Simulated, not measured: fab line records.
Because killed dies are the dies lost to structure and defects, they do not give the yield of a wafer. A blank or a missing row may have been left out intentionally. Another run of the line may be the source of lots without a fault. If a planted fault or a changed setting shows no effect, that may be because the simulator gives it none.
Split-lot trial + flow berkeley cmos170 + 5 lots, 23 wafers read, on a route of 331 steps

ON THE SPLIT
At UCB170_NSD_IMPLANT_08, the setting dose cm2 was moved away from the recipe's 3e+15 on 6 of the 23 wafers read, by -2.5% to +4.1%. All remaining wafers had this setting at the recipe value.

FROM THE SPLIT TO THE READING: what the file shows between them, 3 steps
- UCB170_NSD_STRIP_09: strips in O2
- UCB170_NSD_CLEAN_11: cleans in SPM, time 600 s
- UCB170_SDANNEAL_RTA_01: time 5 s

THE READING
Measured at UCB170_SDANNEAL_RS_MEAS_03 by four-point probe: NSD_RS, in ohm/sq. A value of 37.30 ohm/sq with a standard deviation of 0.095 ohm/sq is what fault-free wafers of this fab line usually give.

| wafer  | tool, chamber at the split | dose cm2 as run | against the recipe | NSD_RS, ohm/sq | against lot-mates on the recipe |
|--------|----------------------------|-----------------|--------------------|----------------|---------------------------------|
| L076.1 | implanter-01, 0            | 3e+15           | recipe             | 37.26          | -                               |
| L076.2 | implanter-01, 0            | 3e+15           | recipe             | 37.40          | -                               |
| L076.3 | implanter-01, 0            | 2.926e+15       | -2.5%              | 37.76          | +0.44                           |
| L076.4 | implanter-01, 0            | 3e+15           | recipe             | 37.30          | -                               |
| L076.6 | implanter-01, 0            | 2.926e+15       | -2.5%              | 37.81          | +0.49                           |
| L079.2 | implanter-01, 0            | 2.935e+15       | -2.2%              | 37.59          | +0.31                           |
| L079.3 | implanter-01, 0            | 3e+15           | recipe             | 37.22          | -                               |
| L079.4 | implanter-01, 0            | 2.935e+15       | -2.2%              | 37.63          | +0.35                           |
| L079.5 | implanter-01, 0            | 3e+15           | recipe             | 37.29          | -                               |
| L079.6 | implanter-01, 0            | 3e+15           | recipe             | 37.32          | -                               |
| L080.2 | implanter-04, 0            | 3e+15           | recipe             | 37.23          | -                               |
| L080.3 | implanter-04, 0            | 3e+15           | recipe             | 37.32          | -                               |
| L080.4 | implanter-04, 0            | 3e+15           | recipe             | 37.36          | -                               |
| L082.2 | implanter-01, 0            | 3e+15           | recipe             | 37.23          | -                               |
| L082.3 | implanter-01, 0            | 3e+15           | recipe             | 37.14          | -                               |
| L082.4 | implanter-01, 0            | 3e+15           | recipe             | 37.19          | -                               |
| L082.5 | implanter-01, 0            | 3e+15           | recipe             | 37.22          | -                               |
| L082.6 | implanter-01, 0            | 3e+15           | recipe             | 37.27          | -                               |
| L085.1 | implanter-01, 0            | 3.124e+15       | +4.1%              | 36.63          | -0.75                           |
| L085.2 | implanter-01, 0            | 3e+15           | recipe             | 37.37          | -                               |
| L085.4 | implanter-01, 0            | 3e+15           | recipe             | 37.38          | -                               |
| L085.5 | implanter-01, 0            | 3e+15           | recipe             | 37.40          | -                               |
| L085.6 | implanter-01, 0            | 3.124e+15       | +4.1%              | 36.62          | -0.76                           |

FIT RESULTS
A straight line over all 23 wafers: NSD_RS changes by -0.167 ohm/sq for each +1% of dose cm2; r = -0.96; the points scatter about the line by 0.074 ohm/sq.
The same after taking each lot's own level away (the mean of its wafers on the recipe; 23 wafers): -0.18 ohm/sq for each +1%; r = -0.99; scatter 0.046 ohm/sq.
On that fit, the largest move of dose cm2 shifts the reading by 0.74 ohm/sq.
From 37.210 to 37.383 ohm/sq: that is the span of the lots' own levels, equal to 1.8 times the standard deviation above.
Consequently the slope shifts little with the lot-to-lot level, the two slopes agreeing.
Check: for one of the wafers moved furthest among these (+4.1%), held out of the fit, the line's prediction against its lot-mates is -0.743 ohm/sq. It came out at -0.753 ohm/sq against them.

OTHER SPLITS ON THESE WAFERS
Before the reading, these wafers also passed through other splits. Each is held against what the fit with the lots' levels taken away leaves over:
| other split on the same wafers          | wafers away from the commonest value | r with NSD_RS (lot level and that fit taken away) |
|-----------------------------------------|--------------------------------------|---------------------------------------------------|
| UCB170_START_OXIDATION_02 temp c        | 10                                   | +0.19                                             |
| UCB170_NWELL_OXIDATION_01 temp c        | 10                                   | -0.11                                             |
| UCB170_NWELL_IMPLANT_14 energy kev      | 9                                    | +0.11                                             |
| UCB170_PWELL_CVD_05 pressure mtorr      | 18                                   | +0.08                                             |
| UCB170_WELLDRIVE_OXIDATION_01 ox time s | 15                                   | +0.13                                             |
| UCB170_SCREENOX_OXIDATION_01 temp c     | 18                                   | +0.20                                             |
| UCB170_PVT_STRIP_08 o2 flow sccm        | 10                                   | -0.35                                             |
| UCB170_GATE_COAT_07 spin rpm            | 9                                    | -0.31                                             |
| UCB170_NLDD_PEB_04 peb temp c           | 9                                    | -0.20                                             |
| UCB170_SPACER_ANNEAL_02 temp c          | 10                                   | -0.01                                             |

THE WHOLE CHAIN: every reading that the file lists as answering this split, in the file's order
| step                       | what it does                 | reading                  | change (the file's fit)              | r (the file's) |
|----------------------------|------------------------------|--------------------------|--------------------------------------|----------------|
| UCB170_NSD_STRIP_09        | strips in O2                 | strip time to endpoint s | withheld for each +1% of the setting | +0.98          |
| UCB170_SDANNEAL_RS_MEAS_03 | measures by four-point-probe | NSD_RS                   | -0.179 for each +1% of the setting   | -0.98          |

THE FILE'S OWN FIT
NSD_RS changes by -0.179 ohm/sq for each +1% of dose cm2, r = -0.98.
